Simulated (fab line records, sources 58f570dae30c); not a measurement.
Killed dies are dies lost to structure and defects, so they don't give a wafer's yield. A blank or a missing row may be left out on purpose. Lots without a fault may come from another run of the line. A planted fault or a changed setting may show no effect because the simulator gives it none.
Chamber matching | flow berkeley_cmos170 | UCB170_V1_CMP_02 on cmp-01: 4 sister chambers
The step polishes SiO2. 8 wafers are shown with their chamber, then 7 later ones without.

WAFERS WITH THEIR CHAMBER
wafer  | chamber | motor_current_A (A) | platen_rpm (rpm)
L865.5 | 3       | 16.2                | 59.96
L868.1 | 2       | 17.7                | 59.97
L868.2 | 0       | 17.6                | 59.96
L871.1 | 1       | 15.6                | 60.06
L871.2 | 2       | 16.7                | 60.02
L871.3 | 3       | 15.5                | 59.97
L873.3 | 1       | 15.4                | 60.00
L873.4 | 0       | 17.3                | 59.99

WAFERS WITHOUT THEIR CHAMBER
wafer  | motor_current_A (A) | platen_rpm (rpm)
L873.6 | 15.4                | 60.03
L872.1 | 18.2                | 59.98
L872.3 | 14.3                | 60.04
L872.6 | 17.6                | 59.95
L877.1 | 14.9                | 60.02
L877.2 | 17.5                | 60.03
L877.5 | 18.7                | 59.98

WHICH CHAMBER EACH WENT THROUGH
wafer  | from the rows above     | in truth
L873.6 | 1                       | 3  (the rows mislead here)
L872.1 | can't be placed: 0 or 2 | 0
L872.3 | can't be placed: 1 or 3 | 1
L872.6 | can't be placed: 0 or 2 | 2
L877.1 | can't be placed: 1 or 3 | 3
L877.2 | can't be placed: 2 or 0 | 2
L877.5 | can't be placed: 0 or 2 | 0
Placed correctly: 0 of 7. Can't be placed from these rows: 6 (the true chamber is among the candidates in 6). Placed wrongly: 1.
How it was worked out, from the rows above alone: a wafer's distance from a chamber is the root of the sum, over the readings, of the square of ((its reading less the chamber's mean) divided by the reading's scatter). The wafer belongs to the nearest chamber; if the next one is less than 2 further off, it can't be placed. A chamber's mean is the mean of its shown wafers. The scatter: the root of (the sum of the squares of (reading less its chamber's mean) over the shown wafers, divided by (wafers less chambers)).
